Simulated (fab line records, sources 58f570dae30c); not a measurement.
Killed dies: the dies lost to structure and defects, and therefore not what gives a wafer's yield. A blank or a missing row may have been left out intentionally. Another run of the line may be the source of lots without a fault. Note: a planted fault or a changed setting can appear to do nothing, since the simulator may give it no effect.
What tool caused it? :: flow berkeleyCmos170 :: Sampling: 15 lots, 45 wafers, 6 of 331 route steps

WHAT THE GAUGES SHOWED, per wafer
UCB170_M1_OVL_MEAS_10.
lot: L587
measured: day 7 10:03
on: overlay-01
M1_OVL (nm): -5 -7 -11

lot: L589
measured: day 7 20:35
on: overlay-01
M1_OVL (nm): -4 -1 6

lot: L590
measured: day 7 20:49
on: overlay-01
M1_OVL (nm): -3 1 -9

lot: L588
measured: day 7 22:14
on: overlay-01
M1_OVL (nm): -6 -10 -2

lot: L592
measured: day 8 21:55
on: overlay-02
M1_OVL (nm): 1 14 6

lot: L593
measured: day 8 22:17
on: overlay-01
M1_OVL (nm): -17 -12 -1

lot: L595
measured: day 9 00:39
on: overlay-02
M1_OVL (nm): 3 9 1

lot: L594
measured: day 9 03:33
on: overlay-02
M1_OVL (nm): -9 -9 -3

lot: L596
measured: day 9 06:54
on: overlay-02
M1_OVL (nm): -3 0 -3

lot: L598
measured: day 10 01:32
on: overlay-01
M1_OVL (nm): 7 9 0

lot: L603
measured: day 11 00:04
on: overlay-02
M1_OVL (nm): 14 10 3

lot: L604
measured: day 11 09:20
on: overlay-01
M1_OVL (nm): -4 -5 4

lot: L606
measured: day 11 19:50
on: overlay-02
M1_OVL (nm): -5 0 -7

lot: L605
measured: day 11 20:35
on: overlay-01
M1_OVL (nm): 5 3 1

lot: L607
measured: day 12 05:06
on: overlay-01
M1_OVL (nm): -4 -19 0

UCB170_V2_BOW_MEAS_03.
lot: L587
measured: day 7 22:24
on: filmMetro-03
V2_BOW (um): 33 45 25

lot: L589
measured: day 8 06:14
on: filmMetro-03
V2_BOW (um): 37 26 20

lot: L590
measured: day 8 06:02
on: filmMetro-02
V2_BOW (um): 35 43 40

lot: L588
measured: day 8 13:27
on: filmMetro-02
V2_BOW (um): 41 44 45

lot: L592
measured: day 9 08:34
on: filmMetro-03
V2_BOW (um): 39 44 50

lot: L593
measured: day 9 07:52
on: filmMetro-02
V2_BOW (um): 49 43 40

lot: L595
measured: day 9 12:59
on: filmMetro-04
V2_BOW (um): 26 41 28

lot: L594
measured: day 9 13:19
on: filmMetro-03
V2_BOW (um): 37 31 33

lot: L596
measured: day 9 20:29
on: filmMetro-04
V2_BOW (um): 39 38 28

lot: L598
measured: day 10 13:17
on: filmMetro-03
V2_BOW (um): 35 29 48

lot: L603
measured: day 11 15:37
on: filmMetro-04
V2_BOW (um): 42 33 37

lot: L604
measured: day 11 19:19
on: filmMetro-04
V2_BOW (um): 37 38 30

lot: L606
measured: day 12 10:59
on: filmMetro-03
V2_BOW (um): 44 38 43

lot: L605
measured: day 12 10:46
on: filmMetro-02
V2_BOW (um): 32 21 41

lot: L607
measured: day 12 20:05
on: filmMetro-04
V2_BOW (um): 36 40 27

UCB170_M3_RS_MEAS_02: uses a four-point probe to measure.
lot: L587
measured: day 8 00:26
on: filmMetro-02
M3_AL_RS (ohm/sq): 0.0326 0.0324 0.0320

lot: L589
measured: day 8 08:39
on: filmMetro-02
M3_AL_RS (ohm/sq): 0.0322 0.0322 0.0317

lot: L590
measured: day 8 08:20
on: filmMetro-03
M3_AL_RS (ohm/sq): 0.0330 0.0328 0.0327

lot: L588
measured: day 8 15:21
on: filmMetro-03
M3_AL_RS (ohm/sq): 0.0323 0.0322 0.0324

lot: L592
measured: day 9 10:50
on: filmMetro-01
M3_AL_RS (ohm/sq): 0.0321 0.0318 0.0322

lot: L593
measured: day 9 10:22
on: filmMetro-02
M3_AL_RS (ohm/sq): 0.0320 0.0324 0.0322

lot: L595
measured: day 9 14:53
on: filmMetro-01
M3_AL_RS (ohm/sq): - - -

lot: L594
measured: day 9 15:28
on: filmMetro-02
M3_AL_RS (ohm/sq): - - -

lot: L596
measured: day 9 22:43
on: filmMetro-03
M3_AL_RS (ohm/sq): - - -

lot: L598
measured: day 10 15:31
on: filmMetro-01
M3_AL_RS (ohm/sq): 0.0320 0.0320 0.0320

lot: L603
measured: day 11 18:08
on: filmMetro-02
M3_AL_RS (ohm/sq): 0.0322 0.0319 0.0319

lot: L604
measured: day 11 21:25
on: filmMetro-03
M3_AL_RS (ohm/sq): 0.0322 0.0324 0.0321

lot: L606
measured: day 12 13:16
on: filmMetro-03
M3_AL_RS (ohm/sq): 0.0328 0.0328 0.0326

lot: L605
measured: day 12 13:03
on: filmMetro-01
M3_AL_RS (ohm/sq): 0.0324 0.0327 0.0324

lot: L607
measured: day 12 22:25
on: filmMetro-03
M3_AL_RS (ohm/sq): 0.0320 0.0318 0.0321

UCB170_M3_THK_MEAS_03: measures by xrf.
lot: L587
measured: day 8 00:33
on: filmMetro-02
M3_AL_THK (nm): 908 907 915

lot: L589
measured: day 8 08:45
on: filmMetro-02
M3_AL_THK (nm): 915 912 924

lot: L590
measured: day 8 08:28
on: filmMetro-03
M3_AL_THK (nm): 893 893 895

lot: L588
measured: day 8 15:28
on: filmMetro-03
M3_AL_THK (nm): 909 906 906

lot: L592
measured: day 9 10:58
on: filmMetro-01
M3_AL_THK (nm): 923 926 917

lot: L593
measured: day 9 10:29
on: filmMetro-02
M3_AL_THK (nm): 923 912 914

lot: L595
measured: day 9 14:58
on: filmMetro-01
M3_AL_THK (nm): <0 <0 <0

lot: L594
measured: day 9 15:34
on: filmMetro-02
M3_AL_THK (nm): <0 <0 <0

lot: L596
measured: day 9 22:50
on: filmMetro-03
M3_AL_THK (nm): <0 <0 <0

lot: L598
measured: day 10 15:38
on: filmMetro-01
M3_AL_THK (nm): 920 922 915

lot: L603
measured: day 11 18:14
on: filmMetro-02
M3_AL_THK (nm): 909 918 919

lot: L604
measured: day 11 21:32
on: filmMetro-03
M3_AL_THK (nm): 915 902 913

lot: L606
measured: day 12 13:23
on: filmMetro-03
M3_AL_THK (nm): 900 903 908

lot: L605
measured: day 12 13:10
on: filmMetro-01
M3_AL_THK (nm): 904 901 911

lot: L607
measured: day 12 22:32
on: filmMetro-03
M3_AL_THK (nm): 929 927 921

EACH LOT AND THE TOOL THAT RAN IT (in order: tool; ch and the chambers of the sampled wafers; start)
lot: L587
UCB170_M1_STRIP_13: plasmaAsher-04 ch 0,1, day 7 10:16
UCB170_M3_SPUTTER_01: pvdSputter-02, day 8 00:21

lot: L589
UCB170_M1_STRIP_13: plasmaAsher-04 ch 0,1, day 7 20:49
UCB170_M3_SPUTTER_01: pvdSputter-02, day 8 08:32

lot: L590
UCB170_M1_STRIP_13: plasmaAsher-02 ch 0,1, day 7 21:02
UCB170_M3_SPUTTER_01: pvdSputter-01, day 8 08:16

lot: L588
UCB170_M1_STRIP_13: plasmaAsher-01 ch 0,1, day 7 22:26
UCB170_M3_SPUTTER_01: pvdSputter-01, day 8 15:16

lot: L592
UCB170_M1_STRIP_13: plasmaAsher-04 ch 0,1, day 8 22:07
UCB170_M3_SPUTTER_01: pvdSputter-02, day 9 10:45

lot: L593
UCB170_M1_STRIP_13: plasmaAsher-01 ch 0, day 8 22:37
UCB170_M3_SPUTTER_01: pvdSputter-01, day 9 10:17

lot: L595
UCB170_M1_STRIP_13: plasmaAsher-02 ch 0,1, day 9 00:53
UCB170_M3_SPUTTER_01: pvdSputter-03, day 9 14:44

lot: L594
UCB170_M1_STRIP_13: plasmaAsher-02 ch 0,1, day 9 03:47
UCB170_M3_SPUTTER_01: pvdSputter-01, day 9 15:21

lot: L596
UCB170_M1_STRIP_13: plasmaAsher-04 ch 0,1, day 9 07:15
UCB170_M3_SPUTTER_01: pvdSputter-03, day 9 22:38

lot: L598
UCB170_M1_STRIP_13: plasmaAsher-04 ch 0,1, day 10 01:44
UCB170_M3_SPUTTER_01: pvdSputter-03, day 10 15:25

lot: L603
UCB170_M1_STRIP_13: plasmaAsher-04 ch 0,1, day 11 00:18
UCB170_M3_SPUTTER_01: pvdSputter-01, day 11 18:01

lot: L604
UCB170_M1_STRIP_13: plasmaAsher-04 ch 0,1, day 11 09:32
UCB170_M3_SPUTTER_01: pvdSputter-01, day 11 21:19

lot: L606
UCB170_M1_STRIP_13: plasmaAsher-04 ch 0,1, day 11 20:02
UCB170_M3_SPUTTER_01: pvdSputter-01, day 12 13:11

lot: L605
UCB170_M1_STRIP_13: plasmaAsher-04 ch 0,1, day 11 20:55
UCB170_M3_SPUTTER_01: pvdSputter-03, day 12 12:57

lot: L607
UCB170_M1_STRIP_13: plasmaAsher-02 ch 0,1, day 12 05:19
UCB170_M3_SPUTTER_01: pvdSputter-03, day 12 22:20
- UCB170_M1_STRIP_13: strips in O2.
- UCB170_M3_SPUTTER_01: material Al, target thk 900 nm, time 120 s.

WHAT THE TOOLS THEMSELVES READ (means of the sampled wafers that have a number; where no wafer has one, the mark that the record gives instead)
UCB170_M1_STRIP_13.
lot: L587
tool: plasmaAsher-04
drypumpMotorCurrentA (A): 6.0
oesProductAu (a.u.): 0.720

lot: L589
tool: plasmaAsher-04
drypumpMotorCurrentA (A): 5.8
oesProductAu (a.u.): 0.717

lot: L590
tool: plasmaAsher-02
drypumpMotorCurrentA (A): 5.4
oesProductAu (a.u.): 0.723

lot: L588
tool: plasmaAsher-01
drypumpMotorCurrentA (A): 6.2
oesProductAu (a.u.): 0.720

lot: L592
tool: plasmaAsher-04
drypumpMotorCurrentA (A): 5.8
oesProductAu (a.u.): 0.716

lot: L593
tool: plasmaAsher-01
drypumpMotorCurrentA (A): 6.1
oesProductAu (a.u.): 0.715

lot: L595
tool: plasmaAsher-02
drypumpMotorCurrentA (A): 5.2
oesProductAu (a.u.): 0.718

lot: L594
tool: plasmaAsher-02
drypumpMotorCurrentA (A): 5.4
oesProductAu (a.u.): 0.718

lot: L596
tool: plasmaAsher-04
drypumpMotorCurrentA (A): 5.9
oesProductAu (a.u.): 0.722

lot: L598
tool: plasmaAsher-04
drypumpMotorCurrentA (A): 5.8
oesProductAu (a.u.): 0.722

lot: L603
tool: plasmaAsher-04
drypumpMotorCurrentA (A): 5.9
oesProductAu (a.u.): 0.711

lot: L604
tool: plasmaAsher-04
drypumpMotorCurrentA (A): 5.8
oesProductAu (a.u.): 0.721

lot: L606
tool: plasmaAsher-04
drypumpMotorCurrentA (A): 5.8
oesProductAu (a.u.): 0.720

lot: L605
tool: plasmaAsher-04
drypumpMotorCurrentA (A): 5.8
oesProductAu (a.u.): 0.719

lot: L607
tool: plasmaAsher-02
drypumpMotorCurrentA (A): 5.4
oesProductAu (a.u.): 0.720

UCB170_M3_SPUTTER_01.
lot: L587
tool: pvdSputter-02
cathodeDcPowerW (W): 6000.4
chamberPressurePa (Pa): 0.4996
throttleValvePct (%): 30.7

lot: L589
tool: pvdSputter-02
cathodeDcPowerW (W): 6000.5
chamberPressurePa (Pa): 0.5007
throttleValvePct (%): 31.3

lot: L590
tool: pvdSputter-01
cathodeDcPowerW (W): 6000.2
chamberPressurePa (Pa): 0.4993
throttleValvePct (%): 29.6

lot: L588
tool: pvdSputter-01
cathodeDcPowerW (W): 5999.6
chamberPressurePa (Pa): 0.5004
throttleValvePct (%): 30.0

lot: L592
tool: pvdSputter-02
cathodeDcPowerW (W): 6001.7
chamberPressurePa (Pa): 0.5000
throttleValvePct (%): 31.0

lot: L593
tool: pvdSputter-01
cathodeDcPowerW (W): 5999.9
chamberPressurePa (Pa): 0.4994
throttleValvePct (%): 30.0

lot: L595
tool: pvdSputter-03
cathodeDcPowerW (W): -
chamberPressurePa (Pa): -
throttleValvePct (%): -

lot: L594
tool: pvdSputter-01
cathodeDcPowerW (W): -
chamberPressurePa (Pa): -
throttleValvePct (%): -

lot: L596
tool: pvdSputter-03
cathodeDcPowerW (W): -
chamberPressurePa (Pa): -
throttleValvePct (%): -

lot: L598
tool: pvdSputter-03
cathodeDcPowerW (W): 6000.9
chamberPressurePa (Pa): 0.4995
throttleValvePct (%): 29.5

lot: L603
tool: pvdSputter-01
cathodeDcPowerW (W): 6000.3
chamberPressurePa (Pa): 0.4998
throttleValvePct (%): 30.7

lot: L604
tool: pvdSputter-01
cathodeDcPowerW (W): 6000.5
chamberPressurePa (Pa): 0.4997
throttleValvePct (%): 29.7

lot: L606
tool: pvdSputter-01
cathodeDcPowerW (W): 6001.2
chamberPressurePa (Pa): 0.5000
throttleValvePct (%): 29.2

lot: L605
tool: pvdSputter-03
cathodeDcPowerW (W): 5999.5
chamberPressurePa (Pa): 0.5003
throttleValvePct (%): 29.1

lot: L607
tool: pvdSputter-03
cathodeDcPowerW (W): 5999.9
chamberPressurePa (Pa): 0.5004
throttleValvePct (%): 29.4

THE ANSWER, worked out from the rows above alone
Rule: what is usual is taken from the lots themselves. Put in order of their means at a reading, lots are off if they are a third of the lots or fewer, leave a main group of 4 or more, and stand apart from it by a gap of 3 or more times the standard deviation of the main group's means; of several such gaps the widest counts. Not used: any main group whose means are identical at the precision the tables above print for the reading. Also off: a lot with no number at a reading for which 4 or more lots have one. All remaining lots with rows at the step are treated as sound. Order of review: gauges by route order, followed by the tools' own readings, for which a lot's mean as printed above is used. The first step at which some lot is off is used, and at that step the reading that is off furthest; a lot without a number counts as furthest.
Off: at UCB170_M3_RS_MEAS_02 (M3_AL_RS), L595, L594, L596. Without a number there: L595, L594, L596. For the main group the mean is 0.0323 ohm/sq and the standard deviation 0.00028.
A tool fits if, at a process step before that reading, it ran every lot that is off, and no sound lot after the first of them. The gauges at UCB170_M3_RS_MEAS_02 aren't tried: what is off there is off at UCB170_M3_SPUTTER_01 too, on other tools, and a gauge's error can't cause that. Of those tried, none fits.

WHAT HAD BEEN PUT IN BY THE SIMULATOR
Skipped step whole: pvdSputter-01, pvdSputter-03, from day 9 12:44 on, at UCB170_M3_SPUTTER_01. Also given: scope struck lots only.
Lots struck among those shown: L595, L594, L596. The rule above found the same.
